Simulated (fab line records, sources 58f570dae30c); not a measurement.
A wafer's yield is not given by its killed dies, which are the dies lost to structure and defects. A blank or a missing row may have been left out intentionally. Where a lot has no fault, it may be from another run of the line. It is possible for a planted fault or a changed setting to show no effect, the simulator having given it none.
2 desks, one fault	flow berkeley_cmos170	each desk has only its own numbers; what lay behind them comes last

## FOR THE TOOL OWNER'S DESK: implanter-04
UCB170_NWELL_IMPLANT_14, tool's own readings: per-lot mean of the sampled wafers with a number, covering each lot this tool ran. If a lot's mean is further than 4 standard deviations from the usual mean, the lot is out of limits and carries the mark OUT (the distance appears in the brackets).
Columns: A = faraday_current_uA at UCB170_NWELL_IMPLANT_14, usual 31.6
lot	first seen here	A
L858	day 2 11:45	31.2
L859	day 2 15:14	31.1
L866	day 3 22:55	31.3
This desk's finding: nothing out of limits on any of the 3 lots.

## THE METROLOGY DESK
Means of the sampled wafers that have a number, per lot and without regard to the tool the lot ran on: this is what the gauges read. If a lot's mean is further than 4 standard deviations from the usual mean, the lot is out of limits and carries the mark OUT (the distance appears in the brackets).
Columns: A = NWELL_TW at UCB170_NWELL_TW_MEAS_16, usual 1245; B = V2_OVL at UCB170_V2_OVL_MEAS_13, usual 2 nm; C = cd_nm at UCB170_M3_CD_MEAS_15, usual 699.9 nm
lot	first seen here	A	B	C
L858	day 2 12:00	1254	6	700.9
L859	day 2 15:29	1233	-1	701.5
L866	day 3 23:10	1223	-3	697.8
L874	day 5 16:38	1235	6	700.5
L876	day 6 00:27	1244	-0	699.3
L878	day 6 12:14	1248	1	699.3
L879	day 6 17:44	1245	-3	699.8
L881	day 6 23:16	1257	-2	701.9
This desk's finding: nothing out of limits on any of the 8 lots.

## ALL TOGETHER
The desk of the tool owner found nothing out of limits.
From the metrology desk's view, nothing was out of limits.

## WHAT HAD BEEN PUT IN BY THE SIMULATOR
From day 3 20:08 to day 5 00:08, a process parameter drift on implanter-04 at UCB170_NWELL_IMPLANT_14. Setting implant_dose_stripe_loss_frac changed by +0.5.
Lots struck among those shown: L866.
